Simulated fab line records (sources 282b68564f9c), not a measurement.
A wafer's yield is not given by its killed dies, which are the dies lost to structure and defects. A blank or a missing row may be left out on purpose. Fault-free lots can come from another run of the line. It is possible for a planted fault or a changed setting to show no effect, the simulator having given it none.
Split-lot trial / flow rit cmos / 5 lots, 23 wafers read, on a route of 202 steps

SPLIT DETAILS
At RIT_NLDD_IMPLANT_08, the setting dose cm2 was moved away from the recipe's 5e+14 on 8 of the 23 wafers read, by -4.2% to +5.3%. This setting was run at the recipe's value on the other wafers.

FROM THE SPLIT TO THE READING: what the file shows between them, 8 steps
- RIT_PLDD_IMPLANT_08 (also split here: dose cm2)
- RIT_PSD_IMPLANT_08 (also split here: energy kev)
- RIT_SDANNEAL_CLEAN_00: cleans in SC1, time 600 s (also split here: temp c)
- RIT_SDANNEAL_CLEAN_01: cleans in dHF, time 30 s
- RIT_SDANNEAL_CLEAN_02: cleans in SC2, time 600 s
- RIT_SDANNEAL_RTA_03: time 5 s
- RIT_SDANNEAL_RS_MEAS_04: measures by four-point-probe
- RIT_SDANNEAL_RS_MEAS_06: measures by four-point-probe

THE READING
NLDD_RS, in ohm/sq, at RIT_SDANNEAL_RS_MEAS_07 (measures by four-point-probe). A value of 151.3 ohm/sq with a standard deviation of 0.56 ohm/sq is what fault-free wafers of this fab line usually give.

wafer=L077.1; tool, chamber at the split=implanter-04, 0; dose cm2 as run=4.789e+14; against the recipe=-4.2%; NLDD_RS, ohm/sq=156.9; against lot-mates on the recipe=+5.6
wafer=L077.2; tool, chamber at the split=implanter-04, 0; dose cm2 as run=5e+14; against the recipe=recipe; NLDD_RS, ohm/sq=151.5; against lot-mates on the recipe=-
wafer=L077.4; tool, chamber at the split=implanter-04, 0; dose cm2 as run=5e+14; against the recipe=recipe; NLDD_RS, ohm/sq=151.2; against lot-mates on the recipe=-
wafer=L077.5; tool, chamber at the split=implanter-04, 0; dose cm2 as run=5e+14; against the recipe=recipe; NLDD_RS, ohm/sq=151.3; against lot-mates on the recipe=-
wafer=L077.6; tool, chamber at the split=implanter-04, 0; dose cm2 as run=4.789e+14; against the recipe=-4.2%; NLDD_RS, ohm/sq=157.2; against lot-mates on the recipe=+5.9
wafer=L079.2; tool, chamber at the split=implanter-01, 0; dose cm2 as run=5.266e+14; against the recipe=+5.3%; NLDD_RS, ohm/sq=144.3; against lot-mates on the recipe=-6.6
wafer=L079.3; tool, chamber at the split=implanter-01, 0; dose cm2 as run=5e+14; against the recipe=recipe; NLDD_RS, ohm/sq=150.8; against lot-mates on the recipe=-
wafer=L079.4; tool, chamber at the split=implanter-01, 0; dose cm2 as run=5e+14; against the recipe=recipe; NLDD_RS, ohm/sq=151.0; against lot-mates on the recipe=-
wafer=L079.5; tool, chamber at the split=implanter-01, 0; dose cm2 as run=5.266e+14; against the recipe=+5.3%; NLDD_RS, ohm/sq=145.1; against lot-mates on the recipe=-5.8
wafer=L079.6; tool, chamber at the split=implanter-01, 0; dose cm2 as run=5.266e+14; against the recipe=+5.3%; NLDD_RS, ohm/sq=145.1; against lot-mates on the recipe=-5.8
wafer=L080.1; tool, chamber at the split=implanter-04, 0; dose cm2 as run=5e+14; against the recipe=recipe; NLDD_RS, ohm/sq=151.8; against lot-mates on the recipe=-
wafer=L080.4; tool, chamber at the split=implanter-04, 0; dose cm2 as run=5e+14; against the recipe=recipe; NLDD_RS, ohm/sq=152.3; against lot-mates on the recipe=-
wafer=L080.5; tool, chamber at the split=implanter-04, 0; dose cm2 as run=5e+14; against the recipe=recipe; NLDD_RS, ohm/sq=152.0; against lot-mates on the recipe=-
wafer=L083.1; tool, chamber at the split=implanter-02, 0; dose cm2 as run=5e+14; against the recipe=recipe; NLDD_RS, ohm/sq=151.2; against lot-mates on the recipe=-
wafer=L083.2; tool, chamber at the split=implanter-02, 0; dose cm2 as run=5e+14; against the recipe=recipe; NLDD_RS, ohm/sq=152.0; against lot-mates on the recipe=-
wafer=L083.3; tool, chamber at the split=implanter-02, 0; dose cm2 as run=5e+14; against the recipe=recipe; NLDD_RS, ohm/sq=151.7; against lot-mates on the recipe=-
wafer=L083.4; tool, chamber at the split=implanter-02, 0; dose cm2 as run=5e+14; against the recipe=recipe; NLDD_RS, ohm/sq=151.5; against lot-mates on the recipe=-
wafer=L083.6; tool, chamber at the split=implanter-02, 0; dose cm2 as run=5e+14; against the recipe=recipe; NLDD_RS, ohm/sq=151.6; against lot-mates on the recipe=-
wafer=L081.2; tool, chamber at the split=implanter-02, 0; dose cm2 as run=5e+14; against the recipe=recipe; NLDD_RS, ohm/sq=150.4; against lot-mates on the recipe=-
wafer=L081.3; tool, chamber at the split=implanter-02, 0; dose cm2 as run=5.143e+14; against the recipe=+2.9%; NLDD_RS, ohm/sq=147.2; against lot-mates on the recipe=-3.4
wafer=L081.4; tool, chamber at the split=implanter-02, 0; dose cm2 as run=5e+14; against the recipe=recipe; NLDD_RS, ohm/sq=150.7; against lot-mates on the recipe=-
wafer=L081.5; tool, chamber at the split=implanter-02, 0; dose cm2 as run=5.143e+14; against the recipe=+2.9%; NLDD_RS, ohm/sq=147.5; against lot-mates on the recipe=-3.1
wafer=L081.6; tool, chamber at the split=implanter-02, 0; dose cm2 as run=5.143e+14; against the recipe=+2.9%; NLDD_RS, ohm/sq=147.3; against lot-mates on the recipe=-3.2

THE FIT
A straight line over all 23 wafers: NLDD_RS changes by -1.29 ohm/sq for each +1% of dose cm2; r = -0.99; the points scatter about the line by 0.5 ohm/sq.
The same after taking each lot's own level away (the mean of its wafers on the recipe; 23 wafers): -1.2 ohm/sq for each +1%; r = -0.99; scatter 0.31 ohm/sq.
The reading moves by 6.4 ohm/sq for the largest change in dose cm2, on that fit.
The span of the lots' own levels, 150.55 to 152.03 ohm/sq, comes to 2.6 times the standard deviation stated above.
The two slopes are in agreement: the lot-to-lot level therefore moves the slope only a little.
Check: -6.2 ohm/sq against its lot-mates is what the line predicts for one of the wafers moved furthest among these (+5.3%) when that wafer is left out of the fit. Against them it came out at -6.6 ohm/sq.

OTHER SPLITS ON THESE WAFERS
These wafers also went through other splits before the reading. Each is held against what the fit with the lots' levels taken away leaves over:
other split on the same wafers=RIT_GATE_DEVELOP_15 develop time s; wafers away from the commonest value=5; r with NLDD_RS (lot level and that fit taken away)=+0.45
other split on the same wafers=RIT_PLDD_IMPLANT_08 dose cm2; wafers away from the commonest value=7; r with NLDD_RS (lot level and that fit taken away)=+0.32
other split on the same wafers=RIT_PSD_IMPLANT_08 energy kev; wafers away from the commonest value=5; r with NLDD_RS (lot level and that fit taken away)=+0.25
other split on the same wafers=RIT_SDANNEAL_CLEAN_00 temp c; wafers away from the commonest value=18; r with NLDD_RS (lot level and that fit taken away)=-0.31

FILE'S OWN FIT
NLDD_RS changes by -1.21 ohm/sq for each +1% of dose cm2, r = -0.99.
